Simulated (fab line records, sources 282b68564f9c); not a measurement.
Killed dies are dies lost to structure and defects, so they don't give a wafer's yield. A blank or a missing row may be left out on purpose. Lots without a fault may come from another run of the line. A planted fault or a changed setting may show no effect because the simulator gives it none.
Split-lot experiment | flow rit_cmos | 5 lots, 23 wafers read, on a route of 202 steps

THE SPLIT
At RIT_ACTIVE_ETCH_13 (etches Si3N4 in SF6, stops on SiO2, time 210 s, target depth 210 nm), the setting rf_w was moved away from the recipe's 125 W on 6 of the 23 wafers read, by -4.0% to +8.1%. The other wafers ran this setting at the recipe's value.

FROM THE SPLIT TO THE READING: what the file shows between them, 5 steps
- RIT_FOX1_OXIDATION_00: target thk 350.7 nm, ox time 1130 s (also split here: ox_time_s)
- RIT_FOX1_THK_MEAS_01
- RIT_FOX1_WET_ETCH_02: etches SiO2 in BOE, target depth 350 nm, time 390 s (also split here: time_s)
- RIT_FOX2_OXIDATION_00: target thk 350.7 nm, ox time 1130 s
- RIT_FOX2_CLEAN_02: cleans in dHF, time 180 s

THE READING
SiO2_of_ACTIVE_OXIDATION_01.thk_nm (the simulator's own value, which no gauge read), in nm, at RIT_FOX2_WET_ETCH_03 (etches Si3N4 in H3PO4, target depth 195 nm, time 2700 s). The file gives no usual value for it. The 17 wafers here that ran the recipe average 41.03 nm, standard deviation 0.88 nm.

wafer  | tool, chamber at the split | rf_w as run, W | against the recipe | SiO2_of_ACTIVE_OXIDATION_01.thk_nm, nm | against lot-mates on the recipe
L074.2 | rie_diel-04, 1             | 125            | recipe             | 40.99                                  | -
L074.4 | rie_diel-04, 0             | 125            | recipe             | 39.25                                  | -
L074.5 | rie_diel-04, 2             | 125            | recipe             | 41.24                                  | -
L078.1 | rie_diel-03, 0             | 125            | recipe             | 39.58                                  | -
L078.3 | rie_diel-03, 3             | 135.1          | +8.1%              | 36.62                                  | -3.26
L078.4 | rie_diel-03, 1             | 125            | recipe             | 40.22                                  | -
L078.5 | rie_diel-03, 0             | 125            | recipe             | 39.85                                  | -
L078.6 | rie_diel-03, 1             | 135.1          | +8.1%              | 36.33                                  | -3.55
L080.1 | rie_diel-04, 2             | 125            | recipe             | 41.15                                  | -
L080.2 | rie_diel-04, 0             | 120            | -4.0%              | 41.35                                  | +0.39
L080.3 | rie_diel-04, 3             | 125            | recipe             | 40.2                                   | -
L080.4 | rie_diel-04, 1             | 125            | recipe             | 41.52                                  | -
L080.6 | rie_diel-04, 1             | 120            | -4.0%              | 42.05                                  | +1.09
L082.1 | rie_diel-01, 3             | 125            | recipe             | 41.72                                  | -
L082.2 | rie_diel-01, 0             | 125            | recipe             | 41.55                                  | -
L082.3 | rie_diel-01, 1             | 125            | recipe             | 41.59                                  | -
L082.4 | rie_diel-01, 2             | 125            | recipe             | 41.95                                  | -
L082.5 | rie_diel-01, 1             | 125            | recipe             | 41.61                                  | -
L083.2 | rie_diel-01, 3             | 134.5          | +7.6%              | 37.51                                  | -4.17
L083.3 | rie_diel-01, 0             | 125            | recipe             | 42.1                                   | -
L083.4 | rie_diel-01, 2             | 134.5          | +7.6%              | 37.6                                   | -4.08
L083.5 | rie_diel-01, 1             | 125            | recipe             | 42.22                                  | -
L083.6 | rie_diel-01, 2             | 125            | recipe             | 40.71                                  | -

THE FIT
A straight line over all 23 wafers: SiO2_of_ACTIVE_OXIDATION_01.thk_nm changes by -0.459 nm for each +1% of rf_w; r = -0.87; the points scatter about the line by 0.9 nm.
The same after taking each lot's own level away (the mean of its wafers on the recipe; 23 wafers): -0.432 nm for each +1%; r = -0.92; scatter 0.62 nm.
On that fit, the largest move of rf_w shifts the reading by 3.5 nm.
The lots' own levels span 39.883 to 41.684 nm, that is 2.0 times the standard deviation above.
So the lot-to-lot level changes the slope little: the two slopes agree.
Check: with one of the wafers moved furthest among these (+8.1%) left out of the fit, the line predicts -3.76 nm for it against its lot-mates. It came out at -3.26 nm against them.
Tool readings at the split's step, against how far the setting was moved: oes_product_au r = -0.39.

OTHER SPLITS ON THESE WAFERS
These wafers also went through other splits before the reading. Each is held against what the fit with the lots' levels taken away leaves over:
other split on the same wafers  | wafers away from the commonest value | r with SiO2_of_ACTIVE_OXIDATION_01.thk_nm (lot level and that fit taken away)
RIT_ACTIVE_CVD_03 temp_c        | 15                                   | -0.26
RIT_FOX1_OXIDATION_00 ox_time_s | 18                                   | -0.23
RIT_FOX1_WET_ETCH_02 time_s     | 18                                   | +0.16

THE FILE'S OWN FIT
SiO2_of_ACTIVE_OXIDATION_01.thk_nm changes by -0.445 nm for each +1% of rf_w, r = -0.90.
